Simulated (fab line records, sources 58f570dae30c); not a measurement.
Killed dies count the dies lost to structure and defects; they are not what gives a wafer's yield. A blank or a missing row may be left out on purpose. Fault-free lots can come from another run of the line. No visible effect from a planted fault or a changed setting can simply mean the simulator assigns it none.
Comparing a struck lot with a sound one | flow berkeley_cmos170 | 40 steps out of a route of 331
Sound: wafers L163.4, L163.5, L163.6. The struck wafers were L170.2, L170.3, L170.4. The cause is given at the end.
For every step that has rows: the tool of each side, followed by ch and its chambers, followed by its first start. Under that, the readings that differ: sound wafers | struck wafers | difference of the means | sigmas: that difference in standard deviations of wafers without a fault.
alike: readings whose means differ by less than 2 such deviations, and words and numbers that are the same on both sides. not compared: withheld readings, readings that some wafer has no value for, bounds like >300 that may hide the same value, and numbers for which the record gives no deviation and whose values overlap.
The two part at a step that has a row with sigmas, a row that says differs or no value, or rows on one side only. Numbers that have no deviation but don't overlap get no sigmas and don't part them. Lack of a reading on every wafer of one side parts them only where that side has two or more wafers.

first, 4 steps without rows for these wafers: UCB170_PFIELD_SOFTBAKE_02 (time 60 s); UCB170_PFIELD_EXPOSE_03 (exposes mask PFIELD, target cd 1500 nm); UCB170_PFIELD_PEB_04; UCB170_PFIELD_DEVELOP_05 (develop time 45 s).
UCB170_PFIELD_OVL_MEAS_06:
  struck on overlay-02, day 6 02:38; sound on overlay-02, day 4 06:19
  alike: PFIELD_OVL
following that, these wafers have no rows for 1 step: UCB170_PFIELD_IMPLANT_07.
UCB170_PFIELD_STRIP_08: strips in O2.
  sound on plasma_asher-02 ch 0,1, day 4 06:34; struck on plasma_asher-01 ch 0,1, day 6 02:49
  alike: drypump_motor_current_A, oes_product_au, strip_time_to_endpoint_s
  not compared: rf_hours_counter_h
UCB170_PFIELD_TW_MEAS_09:
  struck on film_metro-02, day 6 02:56; sound on film_metro-02, day 4 06:40
  alike: PFIELD_TW
then, 2 steps without rows for these wafers: UCB170_FIELD_CLEAN_00 (cleans in dHF, time 7.5 s); UCB170_FIELD_OXIDATION_01 (target thk 558.3 nm, ox time 7200 s).
UCB170_FIELD_THK_MEAS_02:
  struck on film_metro-03, day 6 08:26; sound on film_metro-02, day 4 10:51
  alike: FIELD_OXIDE_THK
then, 1 step without rows for these wafers: UCB170_FIELD_ANNEAL_03 (time 1200 s).
UCB170_FIELD_WET_ETCH_04: etches SiO2 in dHF, time 60 s.
  sound on wet_bench-04 ch 2, day 4 15:12; struck on wet_bench-04 ch 0, day 6 11:37
  no value came back on the struck wafers for bath_heat_duty_pct (%), run_length_s (s); on the sound wafers bath_heat_duty_pct (%) reads 7.0 7.5 7.1
  reading                                      | sound             | struck            | difference | sigmas
  model.SiO2_of_FIELD_OXIDATION_01.thk_nm (nm) | 525.8 524.7 521.6 | 556.2 570.5 565.6 | +40.1      |
then, 1 step without rows for these wafers: UCB170_FIELD_WET_ETCH_05 (etches Si3N4 in H3PO4, time 12600 s).
UCB170_FIELD_WET_ETCH_06: etches SiO2 in BOE, time 22 s.
  sound on wet_bench-01 ch 0, day 4 18:46; struck on wet_bench-01 ch 1, day 6 15:08
  reading                                      | sound             | struck            | difference | sigmas
  model.SiO2_of_FIELD_OXIDATION_01.thk_nm (nm) | 442.6 441.3 438.3 | 473.2 487.9 482.8 | +40.6      |
  alike: bath_heat_duty_pct, run_length_s
UCB170_FIELD_THK_MEAS_90:
  struck on film_metro-02, day 6 15:23; sound on film_metro-02, day 4 18:48
  reading                     | sound       | struck      | difference | sigmas
  FIELD_OXIDE_LEFT_1_THK (nm) | 442 441 438 | 473 488 483 | +41        | +5
  not compared: hold
then, 10 steps without rows for these wafers: UCB170_SACOX_OXIDATION_01 (target thk 14.4 nm, ox time 2400 s); UCB170_SCREENOX_WET_ETCH_00 (etches SiO2 in dHF, time 200 s); UCB170_SCREENOX_OXIDATION_01 (target thk 14.4 nm, ox time 2400 s); UCB170_SCREENOX_ANNEAL_03 (time 900 s); UCB170_NVT_HMDS_00 (prime time 60 s); UCB170_NVT_COAT_01 (resist thk 900 nm); UCB170_NVT_SOFTBAKE_02 (time 60 s); UCB170_NVT_EXPOSE_03 (exposes mask PWELL, target cd 3000 nm); UCB170_NVT_PEB_04; UCB170_NVT_DEVELOP_05 (develop time 45 s).
UCB170_NVT_OVL_MEAS_06:
  struck on overlay-02, day 7 00:50; sound on overlay-02, day 5 07:51
  alike: NVT_OVL
following that, these wafers have no rows for 1 step: UCB170_NVT_IMPLANT_07.
UCB170_NVT_STRIP_08: strips in O2.
  sound on plasma_asher-01 ch 0,1, day 5 08:03; struck on plasma_asher-01 ch 0,1, day 7 01:01
  alike: drypump_motor_current_A, oes_product_au, strip_time_to_endpoint_s
  not compared: rf_hours_counter_h
UCB170_NVT_TW_MEAS_09:
  struck on film_metro-02, day 7 01:08; sound on film_metro-02, day 5 08:09
  alike: NVT_TW
then, 7 steps without rows for these wafers: UCB170_NVT_CLEAN_10 (cleans in SPM, time 600 s); UCB170_PVT_HMDS_00 (prime time 60 s); UCB170_PVT_COAT_01 (resist thk 900 nm); UCB170_PVT_SOFTBAKE_02 (time 60 s); UCB170_PVT_EXPOSE_03 (exposes mask NWELL, target cd 3000 nm); UCB170_PVT_PEB_04; UCB170_PVT_DEVELOP_05 (develop time 45 s).
UCB170_PVT_OVL_MEAS_06:
  struck on overlay-01, day 7 04:24; sound on overlay-02, day 5 11:46
  alike: PVT_OVL
following that, these wafers have no rows for 1 step: UCB170_PVT_IMPLANT_07.
UCB170_FIELD_THK_MEAS_91:
  struck on film_metro-03, day 7 05:06; sound on film_metro-02, day 5 13:23
  reading                     | sound       | struck      | difference | sigmas
  FIELD_OXIDE_LEFT_2_THK (nm) | 354 352 350 | 385 399 395 | +41        | +5
  not compared: hold

## WHERE THEY PART
At UCB170_FIELD_WET_ETCH_04 first; at UCB170_FIELD_THK_MEAS_91 last (within this record only).

WHY: the cause the simulator had injected
At UCB170_FIELD_WET_ETCH_04, the step was skipped entirely on wet_bench-04 from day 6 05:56 on. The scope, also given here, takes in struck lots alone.
